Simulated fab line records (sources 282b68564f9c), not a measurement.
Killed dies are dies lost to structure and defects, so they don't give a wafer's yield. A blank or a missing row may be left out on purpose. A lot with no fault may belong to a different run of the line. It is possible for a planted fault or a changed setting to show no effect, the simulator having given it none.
The tool behind it: which one?	flow rit-cmos	42 wafers from 14 lots sampled at 5 of the route's 202 steps

## WHAT EACH GAUGE READ, for each wafer
RIT_ACTIVE_THK_MEAS_04. Usual: for ACTIVE_NITRIDE_THK the level is 150.4 nm and the standard deviation is 1.4.
lot	measured	on	ACTIVE_NITRIDE_THK (nm)	flag
L462	day 1 14:46	film-metro-01	150.1 148.9 149.7	
L464	day 1 23:32	film-metro-02	149.3 149.1 148.1	
L465	day 2 04:32	film-metro-04	151.0 151.0 149.9	
L467	day 2 14:58	film-metro-04	150.3 150.5 151.0	
L472	day 3 15:43	film-metro-01	152.0 152.5 152.2	
L473	day 3 20:32	film-metro-01	153.3 151.4 152.0	
L474	day 4 01:46	film-metro-04	150.7 152.4 151.4	
L475	day 4 09:28	film-metro-02	151.6 150.8 152.2	
L476	day 4 11:33	film-metro-04	151.5 151.5 151.5	
L477	day 4 18:56	film-metro-04	152.0 152.1 152.1	
L478	day 4 22:42	film-metro-02	150.3 150.9 149.9	
L480	day 5 07:55	film-metro-04	149.9 150.5 148.6	
L481	day 5 12:32	film-metro-04	150.8 149.7 150.3	
L483	day 6 00:14	film-metro-02	150.2 149.4 150.6	

RIT_PSD_OVL_MEAS_06. Usual: for PSD_OVL the level is 0.5 nm and the standard deviation is 1.4.
lot	measured	on	PSD_OVL (nm)	flag
L462	day 3 01:08	overlay-01	0.6 -0.9 0.7	
L464	day 3 16:44	overlay-01	1.0 2.1 -0.5	
L465	day 3 22:32	overlay-02	-0.9 -0.1 -1.0	
L467	day 4 05:47	overlay-02	-1.5 -0.8 -0.7	
L472	day 5 08:14	overlay-01	2.4 1.3 1.3	
L473	day 5 12:38	overlay-02	0.4 -2.3 -1.0	
L474	day 5 18:31	overlay-01	0.1 0.0 -0.8	
L475	day 5 22:28	overlay-02	0.5 -0.3 -1.1	
L476	day 6 04:32	overlay-01	2.3 1.0 2.7	
L477	day 6 09:42	overlay-02	-0.4 0.0 -0.6	
L478	day 6 16:10	overlay-01	0.4 1.4 -0.2	
L480	day 6 19:56	overlay-01	0.4 3.1 0.2	
L481	day 7 05:37	overlay-01	2.0 0.6 2.3	
L483	day 7 11:16	overlay-02	0.5 2.1 -1.4	

RIT_M1_CD_MEAS_09: target cd 2600 nm. Usual: cd-nm 2600.2 nm, standard deviation 2.
lot	measured	on	cd-nm (nm)	flag
L462	day 3 06:44	cd-sem-02	2599.9 2600.7 2600.7	
L464	day 3 22:35	cd-sem-01	2599.4 2600.0 2597.7	
L465	day 4 04:37	cd-sem-01	2598.4 2598.8 2599.1	
L467	day 4 11:23	cd-sem-01	2601.4 2599.7 2601.5	
L472	day 5 13:56	cd-sem-02	- - -	OFF
L473	day 5 18:29	cd-sem-02	- - -	OFF
L474	day 6 00:07	cd-sem-01	2604.1 2600.9 2604.4	
L475	day 6 04:20	cd-sem-02	2597.9 2597.1 2601.4	
L476	day 6 10:18	cd-sem-01	2600.6 2600.8 2601.1	
L477	day 6 15:35	cd-sem-01	2599.5 2600.9 2604.9	
L478	day 6 21:46	cd-sem-02	2601.0 2601.1 2598.9	
L480	day 7 01:43	cd-sem-01	2602.0 2602.4 2603.0	
L481	day 7 11:41	cd-sem-01	2604.1 2603.2 2602.5	
L483	day 7 17:13	cd-sem-02	2600.7 2600.3 2603.9	

RIT_M1_OVL_MEAS_10. Usual: for M1_OVL the level is 0.1 nm and the standard deviation is 1.4.
lot	measured	on	M1_OVL (nm)	flag
L462	day 3 06:50	overlay-01	-1.4 -0.1 -0.2	
L464	day 3 22:41	overlay-02	-2.1 -1.6 -2.3	
L465	day 4 04:43	overlay-01	0.0 -0.8 -1.8	
L467	day 4 11:29	overlay-02	-1.5 1.4 1.2	
L472	day 5 14:03	overlay-01	- - -	OFF
L473	day 5 18:36	overlay-02	- - -	OFF
L474	day 6 00:13	overlay-02	-2.0 -1.4 -1.2	
L475	day 6 04:27	overlay-02	2.5 1.7 2.3	
L476	day 6 10:23	overlay-01	2.6 0.4 2.1	
L477	day 6 15:40	overlay-01	1.1 0.9 -0.6	
L478	day 6 21:53	overlay-02	0.0 0.3 -0.8	
L480	day 7 01:50	overlay-01	3.8 2.0 2.4	
L481	day 7 11:49	overlay-01	-0.5 -0.6 -0.6	
L483	day 7 17:19	overlay-02	-2.9 -1.1 -1.4	

## EACH LOT AND THE TOOL THAT RAN IT (in order: tool; ch and the chambers of the sampled wafers; start)
lot	RIT_M1_DEVELOP_08
L462	litho-track-02 ch 0, day 3 06:00
L464	litho-track-03 ch 0, day 3 22:00
L465	litho-track-04 ch 0, day 4 04:00
L467	litho-track-03 ch 0, day 4 11:00
L472	litho-track-04 ch 0, day 5 13:00
L473	litho-track-04 ch 0, day 5 18:00
L474	litho-track-02 ch 0, day 5 23:00
L475	litho-track-03 ch 0, day 6 04:00
L476	litho-track-03 ch 0, day 6 10:00
L477	litho-track-02 ch 0, day 6 15:00
L478	litho-track-03 ch 0, day 6 21:00
L480	litho-track-03 ch 0, day 7 01:00
L481	litho-track-03 ch 0, day 7 11:00
L483	litho-track-03 ch 0, day 7 17:00
- RIT_M1_DEVELOP_08: develop time 68 s.

## WHAT THE TOOLS THEMSELVES READ (means of the sampled wafers that have a number; where no wafer has one, the mark that the record gives instead)
The record holds no such reading with a usual standard deviation.

## THE ANSWER, worked out from the rows above alone
Rule: take the mean of a lot's wafers that have a number; if it is more than 3 standard deviations from the usual mean, the lot is off. A lot without any number at a reading at which 4 lots or more have one is off too. The other lots that the step has rows for count as sound. First the gauges in route order, then the tools' own readings, where a lot's mean is used as printed above. The first step at which some lot is off is used, and at that step the reading that is off furthest; a lot without a number counts as furthest.
Off: L472, L473 (RIT_M1_CD_MEAS_09, cd-nm). Without a number there: L472, L473.
A tool fits if, at a process step before that reading, it ran every lot that is off, and no sound lot after the first of them. The gauges at RIT_M1_CD_MEAS_09 aren't tried: what is off there is off at RIT_M1_OVL_MEAS_10 too, on other tools, and a gauge's error can't cause that. One candidate fits, namely litho-track-04 at RIT_M1_DEVELOP_08. A fault onset in the window from L465 (day 4 04:00, its last sound lot) to L472 (day 5 13:00, its first lot off) fits.

## WHAT WAS PUT IN BY THE SIMULATOR
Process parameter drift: litho-track-04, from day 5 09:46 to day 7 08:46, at RIT_M1_DEVELOP_08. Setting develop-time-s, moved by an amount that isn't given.
Shown lots that were struck: L472, L473. The same result came from the rule above.
